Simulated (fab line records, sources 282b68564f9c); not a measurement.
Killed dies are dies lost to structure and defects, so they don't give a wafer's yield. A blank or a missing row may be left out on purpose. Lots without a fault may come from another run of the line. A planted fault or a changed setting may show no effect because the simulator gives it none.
fab line records | flow rit_cmos
record lots=15 wafers=45 last_day=7
route steps=202 shown ACTIVE@2 M1@202
lots that met no fault: from a run of the same line without faults
start_h: hours from the record's first day to the start of the lot's first wafer shown | wait_h: hours since the lot's step before | " the same as in the row above | L1.1+2: a row that stands for several wafers | - no value, or no start given | * or withheld: withheld | < > ~ a bound
route shown NAME@n: a module of which the file shows steps, and the number in the route of the first | usual: mean/standard deviation of fault-free wafers | same: alike in all rows | chamber/n: place in a boat | sites: the reading at each site | _std_site: their standard deviation | _edge_site: outer sites' mean less inner sites' | radius_mm: how far each site lies from the wafer's centre | mask NAME#n: copy n | behind: the tool/chamber that last shaped the wafer | hold: why the lot was held/for how many hours/how that ended | device: the transistor (n, p or np) that didn't switch | end of line: the same wafers' tests at the end of the route | a step without rows: its recipe alone | killed: dies lost to structure and defects at the first sort, not the wafer's yield | map: a wafer's dies, x killed, . not, _ none there
set.NAME: the setting as run; set.NAME@STEP: as run at that earlier step | model.NAME: the simulator's own value behind a step, which no gauge read
steps of the route over a sample of lots; a table a step, a row a wafer
services: from which hour (start_h, from the record's first day; less than 0 if before it) a tool's chamber was out of use, for how many hours, and why
## steps
# step RIT_ACTIVE_OXIDATION_01
# recipe temp_c=1000 ambient=O2 target_thk_a=468 ox_time_s=3360
# usual spike_tc_centre_C=1001.8/1.1 spike_tc_load_C=1024.2/2.1 spike_tc_source_C=1026.6/1.2 tube_center_temp_C=999.99/0.086 tube_center_temp_C_max=1002.5/0.42 zone_power_load_pct=36.1/0.91
# columns lot.wafer tool chamber start_h wait_h spike_tc_centre_C spike_tc_load_C spike_tc_source_C tube_center_temp_C tube_center_temp_C_max zone_power_load_pct
L643.1 furnace-01 0 10.12 0.1 1002.8 1023.1 1024.5 999.94 1002.3 35.5
L643.3 " 0 " " 1003.5 1026.8 1024.0 1000.1 1002.5 35.6
L643.4 " 0 " " 1003.8 1024.7 1024.1 999.92 1002.7 35.1
L644.2 furnace-03 0 17.10 2.1 1002.3 1023.6 1025.2 1000 1002.7 36.3
L644.3 " 0 " " 1002.4 1022.4 1026.9 1000.1 1002.6 36.2
L644.4 " 0 " " 1000.6 1023.3 1027.5 999.87 1002.2 35.5
L645.1 furnace-03 0 21.68 1.7 1001.8 1021.4 1026.0 1000.1 1003.1 36.4
L645.2 " 0 " " 1000.1 1023.2 1027.2 999.88 1002.7 36.1
L645.5 " 0 " " 1000.5 1022.7 1027.3 999.98 1002.0 36.1
L647.1 furnace-01 0 31.09 1.1 1004.2 1024.8 1025.9 999.97 1002.5 34.8
L647.2 " 0 " " 1001.9 1023.8 1024.8 1000.1 1002.9 34.9
L647.4 " 0 " " 1002.2 1024.5 1025.2 1000 1002.2 35.2
L648.1 furnace-03 0 36.16 1.1 1001.8 1023.6 1025.7 1000.1 1002.5 35.4
L648.4 " 0 " " 1002.1 1020.8 1028.2 999.79 1002.7 35.6
L648.6 " 0 " " 1002.8 1023.9 1026.5 999.96 1002.5 35.8
L649.1 furnace-03 0 40.24 0.2 1001.6 1021.8 1027.6 1000.1 1002.5 36.4
L649.3 " 0 " " 1000.8 1023.8 1026.1 1000.1 1002.2 35.9
L649.6 " 0 " " 1001.0 1023.4 1026.6 999.82 1002.1 35.8
L650.2 furnace-04 0 45.63 0.6 1005.0 1027.7 1027.9 999.94 1003.2 37.4
L650.4 " 0 " " 1001.2 1028.1 1028.4 999.94 1002.8 37.1
L650.6 " 0 " " 1003.4 1026.8 1027.9 999.97 1002.4 37.4
L653.1 furnace-03 0 60.15 0.1 1001.2 1023.3 1026.7 1000.1 1002.4 36.0
L653.4 " 0 " " 999.8 1022.9 1027.3 1000 1002.6 36.0
L653.5 " 0 " " 1002.9 1023.5 1026.4 1000.2 1002.9 36.2
L654.1 furnace-03 0 65.71 0.7 1002.0 1024.0 1027.3 1000.1 1003.3 35.7
L654.3 " 0 " " 1002.5 1022.9 1027.7 1000.1 1003.1 35.6
L654.6 " 0 " " 1003.4 1021.7 1026.3 1000 1001.9 35.8
L655.1 furnace-03 0 70.12 0.1 962.3 982.1 986.9 960.85 963.2 32.9
L655.2 " 0 " " 963.4 983.4 985.2 960.9 964.3 33.2
L655.6 " 0 " " 963.1 982.7 988.0 960.94 963.5 32.5
L656.2 furnace-03 0 77.15 2.1 962.6 982.0 987.3 960.77 963.9 32.5
L656.4 " 0 " " 962.0 983.7 987.4 960.89 964.0 32.7
L656.6 " 0 " " 964.1 983.0 986.7 960.95 965.1 32.5
L657.1 furnace-04 0 80.30 0.3 1003.7 1026.6 1027.8 999.97 1001.7 37.6
L657.4 " 0 " " 1002.1 1025.1 1027.6 999.81 1001.7 37.8
L657.6 " 0 " " 1003.9 1027.2 1027.6 999.97 1002.3 37.3
L660.1 furnace-01 0 95.93 0.9 1003.6 1025.0 1025.6 999.94 1002.6 35.7
L660.5 " 0 " " 1002.6 1023.9 1022.6 999.99 1002.9 35.6
L660.6 " 0 " " 1001.8 1023.8 1026.2 1000.2 1002.4 35.2
L661.2 furnace-03 0 100.12 0.1 961.7 983.8 986.4 960.93 963.1 32.3
L661.4 " 0 " " 962.9 980.9 986.6 960.8 962.8 32.6
L661.6 " 0 " " 962.4 984.0 986.0 960.83 963.4 32.2
L665.1 furnace-04 0 120.50 0.5 1002.1 1028.0 1027.9 999.95 1001.9 37.9
L665.5 " 0 " " 1001.9 1026.6 1028.0 999.96 1002.0 38.1
L665.6 " 0 " " 1001.6 1028.2 1028.0 999.99 1003.0 38.0
# step RIT_ACTIVE_THK_MEAS_02
# recipe reads=SiO2_of_ACTIVE_OXIDATION_01
# usual ACTIVE_OXIDE_THK=47.3/0.85
# columns lot.wafer tool chamber start_h wait_h ACTIVE_OXIDE_THK[nm]
L643.1 film_metro-01 - 12.05 0.0 47.0
L643.3 " - " " 46.7
L643.4 " - " " 47.2
L644.2 film_metro-02 - 19.05 0.0 46.8
L644.3 " - " " 46.8
L644.4 " - " " 47.1
L645.1 film_metro-04 - 23.61 0.0 49.2
L645.2 " - " " 49.3
L645.5 " - " " 48.6
L647.1 film_metro-02 - 33.02 0.0 45.6
L647.2 " - " " 46.7
L647.4 " - " " 45.6
L648.1 film_metro-04 - 38.10 0.0 47.3
L648.4 " - " " 47.8
L648.6 " - " " 47.6
L649.1 film_metro-01 - 42.17 0.0 48.7
L649.3 " - " " 48.5
L649.6 " - " " 49.4
L650.2 film_metro-01 - 47.57 0.0 47.1
L650.4 " - " " 46.8
L650.6 " - " " 47.3
L653.1 film_metro-02 - 62.09 0.0 48.2
L653.4 " - " " 48.4
L653.5 " - " " 48.1
L654.1 film_metro-01 - 67.64 0.0 47.6
L654.3 " - " " 47.5
L654.6 " - " " 47.0
L655.1 film_metro-04 - 72.05 0.0 32.3
L655.2 " - " " 32.2
L655.6 " - " " 32.0
L656.2 film_metro-02 - 79.10 0.0 32.2
L656.4 " - " " 33.4
L656.6 " - " " 33.1
L657.1 film_metro-04 - 82.23 0.0 47.9
L657.4 " - " " 47.4
L657.6 " - " " 48.2
L660.1 film_metro-02 - 97.87 0.0 47.0
L660.5 " - " " 47.0
L660.6 " - " " 47.3
L661.2 film_metro-04 - 102.06 0.0 34.0
L661.4 " - " " 34.2
L661.6 " - " " 33.1
L665.1 film_metro-02 - 122.44 0.0 48.2
L665.5 " - " " 47.0
L665.6 " - " " 48.2
# step RIT_M1_PROBE_99
# usual killed_at_contacts=0.1/0.24 killed_at_front_end=6.7/2.9 killed_dies=6.8/2.9 killed_open=3.5/2 killed_short=3.2/1.9
# same gross_dies=264 killed_at_M0_to_M3=0 killed_at_M4_up=0 killed_at_back_side=0 killed_at_other=0
# columns lot.wafer tool chamber start_h wait_h killed_at_contacts killed_at_front_end killed_dies killed_open killed_short
L654.1 prober-02 - 116.36 0.1 0 10 10 7 3
L654.3 prober-02 - 116.46 0.2 0 12 12 6 6
L654.6 prober-02 - 116.61 0.2 0 12 12 6 6
L655.1 prober-01 - 123.43 0.1 0 2 2 1 1
L655.2 prober-01 - 123.48 0.1 0 6 6 2 4
L655.6 prober-01 - 123.68 0.2 0 8 8 6 2
L657.1 prober-01 - 128.52 0.1 0 5 5 3 2
L657.4 prober-01 - 128.67 0.2 0 6 6 2 4
L657.6 prober-01 - 128.77 0.2 0 3 3 0 3
# killed by level:class
L654.1 FOX1:geometric_particle:open=3 GATE:geometric_particle:short=2 GATE:geometric_particle:open=2 FOX1:geometric_particle:short=1 REOX:geometric_particle:open=1 SPACER:geometric_particle:open=1
L654.3 GATE:geometric_particle:short=3 FOX1:geometric_particle:open=2 GATE:geometric_particle:open=2 SILICIDE:geometric_particle:short=2 FOX2:geometric_particle:short=1 REOX:geometric_particle:open=1 SILICIDE:geometric_particle:open=1
L654.6 FOX2:geometric_particle:open=3 GATE:geometric_particle:short=2 REOX:geometric_particle:short=2 FOX1:geometric_particle:open=1 FOX2:geometric_particle:short=1 GATE:geometric_particle:open=1 REOX:geometric_particle:open=1 SILICIDE:geometric_particle:short=1
L655.1 REOX:geometric_particle:open=1 REOX:geometric_particle:short=1
L655.2 FOX1:geometric_particle:open=1 FOX2:geometric_particle:short=1 GATE:geometric_particle:short=1 REOX:geometric_particle:short=1 REOX:geometric_particle:open=1 SILICIDE:geometric_particle:short=1
L655.6 GATE:geometric_particle:open=3 GATE:geometric_particle:short=2 FOX1:geometric_particle:open=1 FOX2:geometric_particle:open=1 SILICIDE:geometric_particle:open=1
L657.1 SPACER:geometric_particle:open=3 GATE:geometric_particle:short=2
L657.4 FOX2:geometric_particle:short=1 FOX2:geometric_particle:open=1 REOX:geometric_particle:open=1 REOX:geometric_particle:short=1 SPACER:geometric_particle:short=1 SILICIDE:geometric_particle:short=1
L657.6 REOX:geometric_particle:short=2 GATE:geometric_particle:short=1
## services
# columns tool chamber start_h hours kind
furnace-03 - 14.37 2.7 pm
furnace-01 - 74.34 3.8 pm
furnace-04 - 111.62 3.5 pm
## key
first_sign step=RIT_ACTIVE_OXIDATION_01 reading=tube_center_temp_C direction=down sigmas=99+ usual=* struck=*
effect step=RIT_ACTIVE_OXIDATION_01 reading=tube_center_temp_C_max direction=down sigmas=92 usual=* struck=*
effect step=RIT_ACTIVE_THK_MEAS_02 reading=ACTIVE_OXIDE_THK direction=down sigmas=17 usual=47.3 struck=32.9
met_at RIT_ACTIVE_OXIDATION_01
struck_lots L655,L656,L661
tester_left_out L655,L656,L661
onset_between 65.71 70.12
fault kind=process_parameter_drift tool=furnace-03 chamber=- onset_h=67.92 steps=RIT_ACTIVE_OXIDATION_01 channel=temp_c offset=* shape=step end_h=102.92 acts_in=* stated=*
# tester_left_out: of these lots the tester's yield and bins aren't shown, on N5 and GAA mostly nor the transistor test; their killed dies are dies lost to structure and defects alone, not to doping, threshold or leakage, so they don't give the yield
